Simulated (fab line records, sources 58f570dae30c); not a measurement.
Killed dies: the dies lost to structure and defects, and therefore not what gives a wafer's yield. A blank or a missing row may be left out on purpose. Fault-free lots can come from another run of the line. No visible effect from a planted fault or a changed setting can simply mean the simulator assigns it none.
Which of the tools did it? / flow berkeley_cmos170 / 42 wafers from 14 lots sampled at 5 of the route's 331 steps

== WHAT THE GAUGES SHOWED, per wafer ==
UCB170_GATE_CD_MEAS_90: the cd target is 350 nm.
lot=L723; measured=day 6 07:04; on=cd_sem-02; cd_nm (nm)=350.8 348.6 350.2
lot=L724; measured=day 6 14:40; on=cd_sem-02; cd_nm (nm)=350.6 351.8 351.5
lot=L725; measured=day 6 21:46; on=cd_sem-01; cd_nm (nm)=350.9 350.8 351.4
lot=L727; measured=day 6 22:05; on=cd_sem-01; cd_nm (nm)=350.1 351.0 351.1
lot=L726; measured=day 6 22:19; on=cd_sem-02; cd_nm (nm)=350.8 349.5 350.2
lot=L728; measured=day 7 08:59; on=cd_sem-01; cd_nm (nm)=350.1 349.7 351.6
lot=L730; measured=day 7 12:26; on=cd_sem-01; cd_nm (nm)=350.4 348.8 350.4
lot=L729; measured=day 7 12:42; on=cd_sem-01; cd_nm (nm)=349.9 352.0 350.5
lot=L732; measured=day 7 20:20; on=cd_sem-01; cd_nm (nm)=351.0 350.9 351.7
lot=L731; measured=day 7 20:36; on=cd_sem-02; cd_nm (nm)=350.2 348.5 350.1
lot=L734; measured=day 8 05:25; on=cd_sem-02; cd_nm (nm)=348.4 349.3 349.0
lot=L736; measured=day 9 04:18; on=cd_sem-01; cd_nm (nm)=350.5 348.5 347.4
lot=L739; measured=day 9 12:16; on=cd_sem-01; cd_nm (nm)=349.8 347.9 351.5
lot=L742; measured=day 10 11:32; on=cd_sem-01; cd_nm (nm)=349.9 352.5 349.6

UCB170_NLDD_OVL_MEAS_07.
lot=L723; measured=day 6 13:53; on=overlay-02; NLDD_OVL (nm)=-9 -7 5
lot=L724; measured=day 6 18:25; on=overlay-01; NLDD_OVL (nm)=2 -3 -3
lot=L725; measured=day 7 00:49; on=overlay-01; NLDD_OVL (nm)=-4 -1 -10
lot=L727; measured=day 7 01:22; on=overlay-02; NLDD_OVL (nm)=0 6 3
lot=L726; measured=day 7 01:47; on=overlay-01; NLDD_OVL (nm)=-6 -8 -1
lot=L728; measured=day 7 13:01; on=overlay-01; NLDD_OVL (nm)=5 4 2
lot=L730; measured=day 7 15:49; on=overlay-02; NLDD_OVL (nm)=-2 -14 -8
lot=L729; measured=day 7 16:14; on=overlay-02; NLDD_OVL (nm)=4 -5 -7
lot=L732; measured=day 8 00:15; on=overlay-01; NLDD_OVL (nm)=-8 6 11
lot=L731; measured=day 8 00:32; on=overlay-02; NLDD_OVL (nm)=3 -4 -1
lot=L734; measured=day 8 09:25; on=overlay-01; NLDD_OVL (nm)=-8 -13 -9
lot=L736; measured=day 9 08:01; on=overlay-02; NLDD_OVL (nm)=9 0 9
lot=L739; measured=day 9 16:02; on=overlay-02; NLDD_OVL (nm)=-1 -4 -1
lot=L742; measured=day 10 14:50; on=overlay-01; NLDD_OVL (nm)=0 -5 -9

UCB170_CONTACT_THK_MEAS_02.
lot=L723; measured=day 7 05:38; on=film_metro-02; CONTACT_PSG_THK (nm)=696 700 697
lot=L724; measured=day 7 07:44; on=film_metro-03; CONTACT_PSG_THK (nm)=697 699 699
lot=L725; measured=day 7 12:53; on=film_metro-03; CONTACT_PSG_THK (nm)=694 693 696
lot=L727; measured=day 7 13:33; on=film_metro-02; CONTACT_PSG_THK (nm)=709 710 709
lot=L726; measured=day 7 13:34; on=film_metro-03; CONTACT_PSG_THK (nm)=701 703 697
lot=L728; measured=day 8 01:56; on=film_metro-03; CONTACT_PSG_THK (nm)=700 698 702
lot=L730; measured=day 8 10:25; on=film_metro-03; CONTACT_PSG_THK (nm)=696 695 701
lot=L729; measured=day 8 09:10; on=film_metro-02; CONTACT_PSG_THK (nm)=690 689 699
lot=L732; measured=day 8 15:18; on=film_metro-02; CONTACT_PSG_THK (nm)=715 713 710
lot=L731; measured=day 8 15:18; on=film_metro-03; CONTACT_PSG_THK (nm)=707 706 707
lot=L734; measured=day 9 01:06; on=film_metro-01; CONTACT_PSG_THK (nm)=705 701 699
lot=L736; measured=day 9 20:01; on=film_metro-01; CONTACT_PSG_THK (nm)=676 683 679
lot=L739; measured=day 10 08:20; on=film_metro-02; CONTACT_PSG_THK (nm)=679 684 677
lot=L742; measured=day 11 07:22; on=film_metro-03; CONTACT_PSG_THK (nm)=718 713 711

== TOOL THAT RAN EACH LOT (tool first, then ch and the chambers of the sampled wafers, then the start) ==
lot=L723; UCB170_PSD_STRIP_09=plasma_asher-02 ch 0,1, day 6 23:58; UCB170_CONTACT_CVD_01=lpcvd-02 ch 0, day 7 03:50
lot=L724; UCB170_PSD_STRIP_09=plasma_asher-02 ch 0,1, day 7 00:18; UCB170_CONTACT_CVD_01=lpcvd-01 ch 0, day 7 05:58
lot=L725; UCB170_PSD_STRIP_09=plasma_asher-02 ch 0,1, day 7 06:41; UCB170_CONTACT_CVD_01=lpcvd-01 ch 1, day 7 11:05
lot=L727; UCB170_PSD_STRIP_09=plasma_asher-04 ch 0,1, day 7 06:15; UCB170_CONTACT_CVD_01=lpcvd-02 ch 1, day 7 10:53
lot=L726; UCB170_PSD_STRIP_09=plasma_asher-02 ch 0,1, day 7 06:34; UCB170_CONTACT_CVD_01=lpcvd-02 ch 1, day 7 10:53
lot=L728; UCB170_PSD_STRIP_09=plasma_asher-04 ch 0,1, day 7 18:27; UCB170_CONTACT_CVD_01=lpcvd-01 ch 0, day 8 00:09
lot=L730; UCB170_PSD_STRIP_09=plasma_asher-04 ch 0, day 8 01:14; UCB170_CONTACT_CVD_01=lpcvd-01 ch 1, day 8 08:38
lot=L729; UCB170_PSD_STRIP_09=plasma_asher-04 ch 0,1, day 8 00:59; UCB170_CONTACT_CVD_01=lpcvd-02 ch 0, day 8 07:23
lot=L732; UCB170_PSD_STRIP_09=plasma_asher-02 ch 0,1, day 8 05:34; UCB170_CONTACT_CVD_01=lpcvd-01 ch 0, day 8 13:31
lot=L731; UCB170_PSD_STRIP_09=plasma_asher-02 ch 0,1, day 8 05:50; UCB170_CONTACT_CVD_01=lpcvd-01 ch 0, day 8 13:31
lot=L734; UCB170_PSD_STRIP_09=plasma_asher-04 ch 0,1, day 8 16:52; UCB170_CONTACT_CVD_01=lpcvd-02 ch 0, day 8 23:18
lot=L736; UCB170_PSD_STRIP_09=plasma_asher-02 ch 0,1, day 9 13:41; UCB170_CONTACT_CVD_01=lpcvd-02 ch 1, day 9 18:14
lot=L739; UCB170_PSD_STRIP_09=plasma_asher-01 ch 0,1, day 9 22:29; UCB170_CONTACT_CVD_01=lpcvd-02 ch 1, day 10 06:32
lot=L742; UCB170_PSD_STRIP_09=plasma_asher-01 ch 0,1, day 10 22:22; UCB170_CONTACT_CVD_01=lpcvd-01 ch 1, day 11 04:40
- UCB170_PSD_STRIP_09: strips in O2.
- UCB170_CONTACT_CVD_01: deposits PSG from SiH4/O2/PH3, target thk 700 nm, time 2820 s.

== WHAT THE TOOLS THEMSELVES READ (means of the sampled wafers that have a number; where no wafer has one, the mark that the record gives instead) ==
UCB170_PSD_STRIP_09.
lot=L723; tool=plasma_asher-02; drypump_motor_current_A (A)=5.7; o2_flow_sccm (sccm)=400.0; oes_product_au (a.u.)=0.602; strip_time_to_endpoint_s (s)=29.36
lot=L724; tool=plasma_asher-02; drypump_motor_current_A (A)=5.7; o2_flow_sccm (sccm)=399.7; oes_product_au (a.u.)=0.604; strip_time_to_endpoint_s (s)=29.33
lot=L725; tool=plasma_asher-02; drypump_motor_current_A (A)=5.7; o2_flow_sccm (sccm)=400.0; oes_product_au (a.u.)=0.601; strip_time_to_endpoint_s (s)=29.20
lot=L727; tool=plasma_asher-04; drypump_motor_current_A (A)=6.1; o2_flow_sccm (sccm)=399.9; oes_product_au (a.u.)=0.597; strip_time_to_endpoint_s (s)=29.21
lot=L726; tool=plasma_asher-02; drypump_motor_current_A (A)=5.7; o2_flow_sccm (sccm)=400.8; oes_product_au (a.u.)=0.603; strip_time_to_endpoint_s (s)=29.22
lot=L728; tool=plasma_asher-04; drypump_motor_current_A (A)=6.2; o2_flow_sccm (sccm)=399.5; oes_product_au (a.u.)=0.604; strip_time_to_endpoint_s (s)=29.25
lot=L730; tool=plasma_asher-04; drypump_motor_current_A (A)=6.6; o2_flow_sccm (sccm)=397.9; oes_product_au (a.u.)=0.598; strip_time_to_endpoint_s (s)=29.19
lot=L729; tool=plasma_asher-04; drypump_motor_current_A (A)=6.1; o2_flow_sccm (sccm)=400.2; oes_product_au (a.u.)=0.601; strip_time_to_endpoint_s (s)=29.37
lot=L732; tool=plasma_asher-02; drypump_motor_current_A (A)=5.7; o2_flow_sccm (sccm)=399.6; oes_product_au (a.u.)=0.598; strip_time_to_endpoint_s (s)=29.37
lot=L731; tool=plasma_asher-02; drypump_motor_current_A (A)=5.7; o2_flow_sccm (sccm)=399.1; oes_product_au (a.u.)=0.601; strip_time_to_endpoint_s (s)=29.15
lot=L734; tool=plasma_asher-04; drypump_motor_current_A (A)=6.2; o2_flow_sccm (sccm)=399.2; oes_product_au (a.u.)=0.600; strip_time_to_endpoint_s (s)=29.23
lot=L736; tool=plasma_asher-02; drypump_motor_current_A (A)=5.7; o2_flow_sccm (sccm)=399.8; oes_product_au (a.u.)=0.604; strip_time_to_endpoint_s (s)=29.28
lot=L739; tool=plasma_asher-01; drypump_motor_current_A (A)=6.2; o2_flow_sccm (sccm)=400.4; oes_product_au (a.u.)=0.599; strip_time_to_endpoint_s (s)=29.37
lot=L742; tool=plasma_asher-01; drypump_motor_current_A (A)=6.1; o2_flow_sccm (sccm)=401.2; oes_product_au (a.u.)=0.609; strip_time_to_endpoint_s (s)=29.21

UCB170_CONTACT_CVD_01.
lot=L723; tool=lpcvd-02; o2_flow_sccm (sccm)=90.17; ph3_flow_sccm (sccm)=24.98; spike_tc_centre_C (C)=456.3; susceptor_temp_C (C)=449.86; zone_power_source_pct (%)=7.7
lot=L724; tool=lpcvd-01; o2_flow_sccm (sccm)=89.74; ph3_flow_sccm (sccm)=25.04; spike_tc_centre_C (C)=453.3; susceptor_temp_C (C)=449.51; zone_power_source_pct (%)=7.3
lot=L725; tool=lpcvd-01; o2_flow_sccm (sccm)=89.99; ph3_flow_sccm (sccm)=25.05; spike_tc_centre_C (C)=449.8; susceptor_temp_C (C)=450.12; zone_power_source_pct (%)=6.4
lot=L727; tool=lpcvd-02; o2_flow_sccm (sccm)=90.05; ph3_flow_sccm (sccm)=25.00; spike_tc_centre_C (C)=452.1; susceptor_temp_C (C)=450.05; zone_power_source_pct (%)=6.2
lot=L726; tool=lpcvd-02; o2_flow_sccm (sccm)=90.10; ph3_flow_sccm (sccm)=25.01; spike_tc_centre_C (C)=452.3; susceptor_temp_C (C)=449.84; zone_power_source_pct (%)=6.2
lot=L728; tool=lpcvd-01; o2_flow_sccm (sccm)=90.17; ph3_flow_sccm (sccm)=25.00; spike_tc_centre_C (C)=453.7; susceptor_temp_C (C)=449.90; zone_power_source_pct (%)=7.4
lot=L730; tool=lpcvd-01; o2_flow_sccm (sccm)=90.34; ph3_flow_sccm (sccm)=25.07; spike_tc_centre_C (C)=451.4; susceptor_temp_C (C)=449.95; zone_power_source_pct (%)=6.4
lot=L729; tool=lpcvd-02; o2_flow_sccm (sccm)=89.89; ph3_flow_sccm (sccm)=25.02; spike_tc_centre_C (C)=453.7; susceptor_temp_C (C)=450.04; zone_power_source_pct (%)=7.7
lot=L732; tool=lpcvd-01; o2_flow_sccm (sccm)=90.04; ph3_flow_sccm (sccm)=24.85; spike_tc_centre_C (C)=453.2; susceptor_temp_C (C)=449.59; zone_power_source_pct (%)=7.2
lot=L731; tool=lpcvd-01; o2_flow_sccm (sccm)=89.77; ph3_flow_sccm (sccm)=25.03; spike_tc_centre_C (C)=453.6; susceptor_temp_C (C)=450.00; zone_power_source_pct (%)=7.3
lot=L734; tool=lpcvd-02; o2_flow_sccm (sccm)=89.75; ph3_flow_sccm (sccm)=24.92; spike_tc_centre_C (C)=454.6; susceptor_temp_C (C)=450.08; zone_power_source_pct (%)=7.6
lot=L736; tool=lpcvd-02; o2_flow_sccm (sccm)=90.08; ph3_flow_sccm (sccm)=19.97; spike_tc_centre_C (C)=451.2; susceptor_temp_C (C)=450.07; zone_power_source_pct (%)=6.3
lot=L739; tool=lpcvd-02; o2_flow_sccm (sccm)=89.77; ph3_flow_sccm (sccm)=19.99; spike_tc_centre_C (C)=451.7; susceptor_temp_C (C)=449.95; zone_power_source_pct (%)=6.1
lot=L742; tool=lpcvd-01; o2_flow_sccm (sccm)=89.89; ph3_flow_sccm (sccm)=24.84; spike_tc_centre_C (C)=450.2; susceptor_temp_C (C)=449.78; zone_power_source_pct (%)=6.4

== THE ANSWER, worked out from the rows above alone ==
Rule: what is usual is taken from the lots themselves. The widest of any qualifying gaps counts: lots, ordered by their means at a reading, are off when they make up no more than a third of the lots, leave a main group of 4 or more, and stand apart from it by 3 or more times the standard deviation of that group's means. The tables above print the reading to a certain number of digits; a main group whose means all agree to those digits is not used. A lot without any number at a reading at which 4 lots or more have one is off too. All remaining lots with rows at the step are treated as sound. First the gauges in route order, then the tools' own readings, where a lot's mean is used as printed above. The first step at which some lot is off is used, and at that step the reading that is off furthest; a lot without a number counts as furthest.
Off: L736, L739, at UCB170_CONTACT_CVD_01 (ph3_flow_sccm). Main group: mean 24.98 sccm, sd 0.072.
If a tool, at that step or one of the process steps before it, ran each lot that is off and ran no sound lot following the first of them, it fits. One fits: lpcvd-02 at UCB170_CONTACT_CVD_01. A fault onset in the window from L734 (day 8 23:18, its last sound lot) to L736 (day 9 18:14, its first lot off) fits.
The tool's own readings at UCB170_CONTACT_CVD_01 bear it out: on the lots that are off they differ by more than 5 times the standard deviation of the sound lots' means. ph3_flow_sccm reads 19.98 sccm there against 24.98 sccm on the sound lots.

== WHAT THE SIMULATOR HAD PUT IN ==
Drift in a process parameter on lpcvd-02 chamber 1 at UCB170_CONTACT_CVD_01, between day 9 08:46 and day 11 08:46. The setting ph3_flow_sccm was moved by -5, starting from 25.
Struck lots among those shown: L736, L739. Same finding as the rule above.
